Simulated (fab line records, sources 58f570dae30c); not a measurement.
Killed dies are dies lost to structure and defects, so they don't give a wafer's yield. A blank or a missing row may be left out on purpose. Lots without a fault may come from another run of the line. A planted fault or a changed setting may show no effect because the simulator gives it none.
Which tool did it? | flow berkeley_cmos170 | 14 lots, 42 wafers sampled, at 3 steps of a route of 331

WHAT THE GAUGES READ, wafer by wafer
UCB170_SDANNEAL_RS_MEAS_02: measures by four-point-probe.
lot  | measured     | on            | PSD_RS (ohm/sq)
L137 | day 7 03:15  | film_metro-04 | 76.04 75.85 76.07
L140 | day 7 14:51  | film_metro-03 | 75.39 75.57 75.68
L139 | day 7 13:56  | film_metro-03 | 75.60 75.58 75.45
L138 | day 7 15:02  | film_metro-04 | 75.55 75.85 76.20
L142 | day 7 20:15  | film_metro-02 | 75.33 75.75 75.87
L143 | day 8 05:32  | film_metro-03 | 75.60 75.91 75.54
L145 | day 8 06:01  | film_metro-03 | 75.45 75.32 75.90
L147 | day 9 02:55  | film_metro-03 | 75.67 75.69 75.83
L149 | day 9 09:42  | film_metro-03 | 75.67 75.56 75.54
L152 | day 10 06:10 | film_metro-04 | 75.28 75.43 75.17
L153 | day 10 05:40 | film_metro-03 | 75.44 75.52 75.23
L156 | day 10 15:53 | film_metro-02 | 75.68 75.78 76.02
L157 | day 11 06:34 | film_metro-03 | 75.37 75.13 75.27
L159 | day 11 16:28 | film_metro-04 | 75.91 75.99 75.87

UCB170_SILICIDE_THK_MEAS_03: measures by xrf.
lot  | measured     | on            | SILICIDE_TI_THK (nm)
L137 | day 7 03:56  | film_metro-02 | 28.7 29.0 28.9
L140 | day 7 15:32  | film_metro-01 | 29.1 29.0 29.4
L139 | day 7 14:38  | film_metro-01 | 29.2 29.0 29.0
L138 | day 7 15:43  | film_metro-04 | 29.2 29.6 29.3
L142 | day 7 20:56  | film_metro-04 | 29.5 29.9 29.6
L143 | day 8 06:14  | film_metro-04 | 29.0 29.5 29.3
L145 | day 8 06:43  | film_metro-01 | 29.8 29.8 29.7
L147 | day 9 03:36  | film_metro-02 | 29.4 29.6 29.6
L149 | day 9 10:23  | film_metro-01 | 29.0 29.0 29.2
L152 | day 10 06:51 | film_metro-01 | 28.9 28.9 28.8
L153 | day 10 06:20 | film_metro-01 | 29.2 29.3 29.1
L156 | day 10 16:35 | film_metro-01 | 29.2 28.8 29.1
L157 | day 11 07:13 | film_metro-02 | 29.8 29.5 29.5
L159 | day 11 17:10 | film_metro-01 | 28.8 28.8 28.8

WHICH TOOL RAN EACH LOT (tool, then ch and the chambers of the sampled wafers, then the start)
lot  | UCB170_PSD_STRIP_09
L137 | plasma_asher-04 ch 0, day 6 23:55
L140 | plasma_asher-02 ch 0,1, day 7 09:38
L139 | plasma_asher-03 ch 0, day 7 09:52
L138 | plasma_asher-02 ch 0,1, day 7 10:10
L142 | plasma_asher-04 ch 0,1, day 7 15:59
L143 | plasma_asher-03 ch 0,1, day 8 00:08
L145 | plasma_asher-02 ch 0,1, day 8 00:16
L147 | plasma_asher-04 ch 0,1, day 8 23:52
L149 | plasma_asher-04 ch 0,1, day 9 04:44
L152 | plasma_asher-04 ch 0,1, day 10 01:05
L153 | plasma_asher-03 ch 0,1, day 10 01:20
L156 | plasma_asher-04 ch 0, day 10 11:31
L157 | plasma_asher-04 ch 0,1, day 11 02:40
L159 | plasma_asher-04 ch 0,1, day 11 12:38
- UCB170_PSD_STRIP_09: strips in O2.

WHAT THE TOOLS THEMSELVES READ (means of the sampled wafers that have a number; where no wafer has one, the mark that the record gives instead)
UCB170_PSD_STRIP_09.
lot  | tool            | drypump_motor_current_A (A) | oes_product_au (a.u.) | strip_time_to_endpoint_s (s)
L137 | plasma_asher-04 | 5.35                        | 0.601                 | 29.34
L140 | plasma_asher-02 | 5.54                        | 0.603                 | 29.34
L139 | plasma_asher-03 | 5.68                        | 0.602                 | 29.42
L138 | plasma_asher-02 | 5.51                        | 0.602                 | 29.39
L142 | plasma_asher-04 | 5.45                        | 0.603                 | 29.35
L143 | plasma_asher-03 | 5.86                        | 0.600                 | 29.34
L145 | plasma_asher-02 | 5.55                        | 0.600                 | 29.45
L147 | plasma_asher-04 | 5.42                        | 0.596                 | 29.45
L149 | plasma_asher-04 | 5.41                        | 0.600                 | 29.40
L152 | plasma_asher-04 | 5.49                        | 0.604                 | 29.55
L153 | plasma_asher-03 | 6.03                        | 0.601                 | 29.51
L156 | plasma_asher-04 | 5.35                        | 0.605                 | 29.42
L157 | plasma_asher-04 | 5.42                        | 0.600                 | 29.37
L159 | plasma_asher-04 | 5.50                        | 0.599                 | 29.32

THE ANSWER, worked out from the rows above alone
Rule: what is usual is taken from the lots themselves. Put in order of their means at a reading, lots are off if they are a third of the lots or fewer, leave a main group of 4 or more, and stand apart from it by a gap of 3 or more times the standard deviation of the main group's means; of several such gaps the widest counts. A main group whose means are all the same, to the digits that the tables above print for the reading, isn't used. A lot without any number at a reading at which 4 lots or more have one is off too. The other lots that the step has rows for count as sound. The gauges are gone through in route order, then the tools' own readings, and for those a lot's mean is taken as printed above. The first step at which some lot is off is used, and at that step the reading that is off furthest; a lot without a number counts as furthest.
No lot is off at any reading shown: from this, nothing can be told.

WHAT THE SIMULATOR HAD PUT IN
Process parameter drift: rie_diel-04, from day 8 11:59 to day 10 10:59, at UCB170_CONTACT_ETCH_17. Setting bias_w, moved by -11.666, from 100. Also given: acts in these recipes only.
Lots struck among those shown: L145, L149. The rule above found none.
